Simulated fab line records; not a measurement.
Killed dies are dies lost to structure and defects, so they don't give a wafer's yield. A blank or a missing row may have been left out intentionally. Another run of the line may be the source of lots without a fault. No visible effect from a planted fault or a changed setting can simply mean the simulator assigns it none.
Matching of chambers :: flow berkeley_cmos170 :: rie_diel-01 running UCB170_V1_ETCH_14: 4 sister chambers
The step etches SiO2 in CHF3/CF4/Ar, stops on Al, target depth 1250 nm, time 291 s. 4 wafers are shown with their chamber, then 8 later ones without.

## WAFERS, EACH WITH ITS CHAMBER
wafer: L565.2
chamber: 1
drypump_motor_current_A (A): 5.49

wafer: L566.6
chamber: 2
drypump_motor_current_A (A): 6.08

wafer: L567.3
chamber: 3
drypump_motor_current_A (A): 5.72

wafer: L569.2
chamber: 0
drypump_motor_current_A (A): 5.85

## WAFERS MISSING THEIR CHAMBER
wafer: L569.4
drypump_motor_current_A (A): 6.06

wafer: L569.5
drypump_motor_current_A (A): 5.49

wafer: L570.1
drypump_motor_current_A (A): 6.07

wafer: L570.4
drypump_motor_current_A (A): 5.84

wafer: L570.5
drypump_motor_current_A (A): 5.84

wafer: L583.2
drypump_motor_current_A (A): 5.87

wafer: L583.4
drypump_motor_current_A (A): 5.48

wafer: L583.6
drypump_motor_current_A (A): 5.49

## EACH ONE'S CHAMBER
wafer: L569.4
from the rows above: 2
in truth: 2

wafer: L569.5
from the rows above: 1
in truth: 1

wafer: L570.1
from the rows above: 2
in truth: 2

wafer: L570.4
from the rows above: 0
in truth: 0

wafer: L570.5
from the rows above: 0
in truth: 0

wafer: L583.2
from the rows above: 0
in truth: 0

wafer: L583.4
from the rows above: 1
in truth: 1

wafer: L583.6
from the rows above: 1
in truth: 1
8 of 8 placed correctly. Can't be placed from these rows: 0. Placed wrongly: 0.
How it was worked out, from the rows above alone: a wafer's distance from a chamber is the root of the sum, over the readings, of the square of ((its reading less the chamber's mean) divided by the reading's scatter). The wafer belongs to the nearest chamber; if the next one is less than 2 further off, it can't be placed. The mean given for a chamber averages the wafers shown for that chamber. The scatter: root of mean squared gap, hidden wafer to nearest shown wafer, with one shown wafer a chamber.
